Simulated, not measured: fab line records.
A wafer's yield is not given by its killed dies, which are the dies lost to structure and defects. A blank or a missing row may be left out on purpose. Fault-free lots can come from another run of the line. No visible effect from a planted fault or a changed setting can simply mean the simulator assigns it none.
A lot that was struck, set against a sound lot :: flow rit_cmos :: 43 out of 202 route steps
Sound: these wafers, L799.1, L799.3, L799.6. Struck: wafer L809.3. (L809.1, L809.6 of the same lot were not struck and are left out.) The cause comes at the end.
Each step with rows lists, per side, the tool, then ch with its chambers, then its first start. Under that, the readings that differ: sound wafers :: struck wafers :: difference of the means :: sigmas: that difference in standard deviations of wafers without a fault.
alike: words and numbers the same on both sides, and readings whose means are apart by under 2 such deviations; not compared: readings that were withheld, readings missing a value for some wafer, numbers with overlapping values and no deviation given by the record, and bounds like >300 which may hide the same value.
A row with sigmas, a row that says differs or no value, or rows on one side alone: a step with any of these is where the two part. Numbers that don't overlap but have no deviation are shown without sigmas and don't part them. A reading that every wafer of one side lacks parts them only if that side has two wafers or more.

first, 1 step without rows for these wafers: RIT_PSD_IMPLANT_08.
RIT_PSD_STRIP_09: strips in O2, time 180 s.
  sound on plasma_asher-04 ch 0,1, day 5 03:10; struck on plasma_asher-03 ch 0, day 7 00:04
reading: drypump_motor_current_A (A)
sound: 6.16 6.17 6.20
struck: 5.76
difference: -0.42
sigmas: -2
  not compared: rf_hours_counter_h
RIT_PSD_TW_MEAS_10:
  struck on film_metro-03, day 7 00:15; sound on film_metro-03, day 5 03:20
  alike: PSD_TW
then, 4 steps without rows for these wafers: RIT_SDANNEAL_CLEAN_00 (cleans in SC1, time 600 s); RIT_SDANNEAL_CLEAN_01 (cleans in dHF, time 30 s); RIT_SDANNEAL_CLEAN_02 (cleans in SC2, time 600 s); RIT_SDANNEAL_RTA_03 (time 5 s).
RIT_SDANNEAL_RS_MEAS_04: uses a four-point probe to measure.
  struck on film_metro-02, day 7 00:44; sound on film_metro-04, day 5 03:49
  alike: PSD_RS
RIT_SDANNEAL_RS_MEAS_05: uses a four-point probe to measure.
  struck on film_metro-02, day 7 00:52; sound on film_metro-04, day 5 03:56
  alike: NSD_RS
RIT_SDANNEAL_RS_MEAS_06: uses a four-point probe to measure.
  struck on film_metro-02, day 7 00:59; sound on film_metro-04, day 5 04:04
  alike: PLDD_RS
RIT_SDANNEAL_RS_MEAS_07: uses a four-point probe to measure.
  struck on film_metro-02, day 7 01:06; sound on film_metro-04, day 5 04:11
  alike: NLDD_RS
then, 1 step without rows for these wafers: RIT_SILICIDE_WET_ETCH_00 (etches SiO2 in BOE, target depth 14 nm, time 15 s).
RIT_SILICIDE_SPUTTER_01: material Ti, target thk 30 nm, time 240 s.
  struck on pvd_sputter-03, day 7 01:14; sound on pvd_sputter-03, day 5 04:19
  alike: substrate_temp_c, throttle_valve_pct
RIT_SILICIDE_RS_MEAS_02: uses a four-point probe to measure.
  struck on film_metro-04, day 7 01:23; sound on film_metro-04, day 5 04:28
  alike: SILICIDE_TI_RS
RIT_SILICIDE_THK_MEAS_03: measures by xrf.
  struck on film_metro-04, day 7 01:30; sound on film_metro-04, day 5 04:35
  alike: SILICIDE_TI_THK
RIT_SILICIDE_RTA_04: time 10 s, ramp up 5 s, ramp down 5 s.
  sound on rtp_anneal-02 ch 0, day 5 04:39; struck on rtp_anneal-02 ch 0, day 7 01:34
  alike: wafer_temp_C_max
then, 1 step without rows for these wafers: RIT_SILICIDE_WET_ETCH_05 (etches Ti in SPM, time 120 s).
RIT_SILICIDE_RTA_06: time 10 s, ramp up 5 s, ramp down 10 s.
  sound on rtp_anneal-01 ch 0, day 5 04:46; struck on rtp_anneal-01 ch 0, day 7 01:40
  alike: wafer_temp_C_max
RIT_CONTACT_CVD_00: deposits SiO2 from TEOS, target thk 400 nm, time 61 s.
  sound on pecvd-02 ch 1,2, day 5 04:50; struck on pecvd-03 ch 0, day 7 01:44
  alike: heater_power_w
RIT_CONTACT_THK_MEAS_01:
  struck on film_metro-03, day 7 01:47; sound on film_metro-01, day 5 04:53
reading: CONTACT_TEOS_THK (nm)
sound: 397 400 401
struck: 385
difference: -14
sigmas: -3
then, 6 steps without rows for these wafers: RIT_CONTACT_HMDS_02 (prime time 60 s); RIT_CONTACT_COAT_03 (resist thk 1000 nm); RIT_CONTACT_SOFTBAKE_04 (time 60 s); RIT_CONTACT_EXPOSE_05 (exposes mask M11, target cd 1000 nm); RIT_CONTACT_PEB_06; RIT_CONTACT_DEVELOP_07 (develop time 120 s).
RIT_CONTACT_CD_MEAS_08: the cd target is 1000 nm.
  struck on cd_sem-02, day 7 03:04; sound on cd_sem-01, day 5 06:01
reading: cd_nm (nm)
sound: 998.3 997.1 997.9
struck: 1003.2
difference: +5.4
sigmas: +2
RIT_CONTACT_OVL_MEAS_09:
  struck on overlay-02, day 7 03:23; sound on overlay-01, day 5 06:08
  alike: CONTACT_OVL
then, 1 step without rows for these wafers: RIT_CONTACT_HARDBAKE_10 (time 60 s).
RIT_CONTACT_ETCH_11: etches SiO2 in CHF3/CF4/Ar, stops on TiSi2, target depth 480 nm, time 320 s.
  sound on rie_diel-02 ch 0,1,3, day 5 06:20; struck on rie_diel-02 ch 0, day 7 03:34
  alike: CHF3_flow_sccm, drypump_motor_current_A, oes_product_au, throttle_valve_pct
  not compared: rf_hours_counter_h
then, 1 step without rows for these wafers: RIT_CONTACT_STRIP_12 (strips in O2, time 180 s).
RIT_CONTACT_CD_MEAS_90: the cd target is 1000 nm.
  struck on cd_sem-02, day 7 03:56; sound on cd_sem-02, day 5 06:42
reading: cd_nm (nm)
sound: 998.1 997.5 998.5
struck: 1003.2
difference: +5.2
sigmas: +2
then, 3 steps without rows for these wafers: RIT_CONTACT_CLEAN_13 (cleans in SC1, time 600 s); RIT_CONTACT_CLEAN_14 (cleans in SC2, time 600 s); RIT_M1_SPUTTER_00 (material Al, target thk 400 nm, time 500 s).
RIT_M1_RS_MEAS_01: uses a four-point probe to measure.
  struck on film_metro-03, day 7 04:42; sound on film_metro-03, day 5 07:28
  alike: M1_AL_RS
RIT_M1_THK_MEAS_02: measures by xrf.
  struck on film_metro-03, day 7 04:49; sound on film_metro-03, day 5 07:35
  alike: M1_AL_THK
then, 5 steps without rows for these wafers: RIT_M1_HMDS_03 (prime time 60 s); RIT_M1_COAT_04 (resist thk 1300 nm); RIT_M1_SOFTBAKE_05 (time 60 s); RIT_M1_EXPOSE_06 (exposes mask M12, target cd 2600 nm); RIT_M1_PEB_07.
RIT_M1_PROBE_99:
  struck on prober-01, day 7 08:49; sound on prober-01, day 5 11:26
reading: killed_at_contacts
sound: 0 0 0
struck: 1
difference: +1
sigmas: +3

reading: killed_at_front_end
sound: 6 1 4
struck: 22
difference: +18
sigmas: +6

reading: killed_dies
sound: 6 1 4
struck: 23
difference: +19
sigmas: +6

reading: killed_on_rim
sound: 2 0 1
struck: 11
difference: +10
sigmas: +7
  alike: killed_open, killed_short

== WHERE THEY PART ==
Earliest at RIT_PSD_STRIP_09; latest, in this record, at RIT_M1_PROBE_99.

WHY: what had been put in by the simulator
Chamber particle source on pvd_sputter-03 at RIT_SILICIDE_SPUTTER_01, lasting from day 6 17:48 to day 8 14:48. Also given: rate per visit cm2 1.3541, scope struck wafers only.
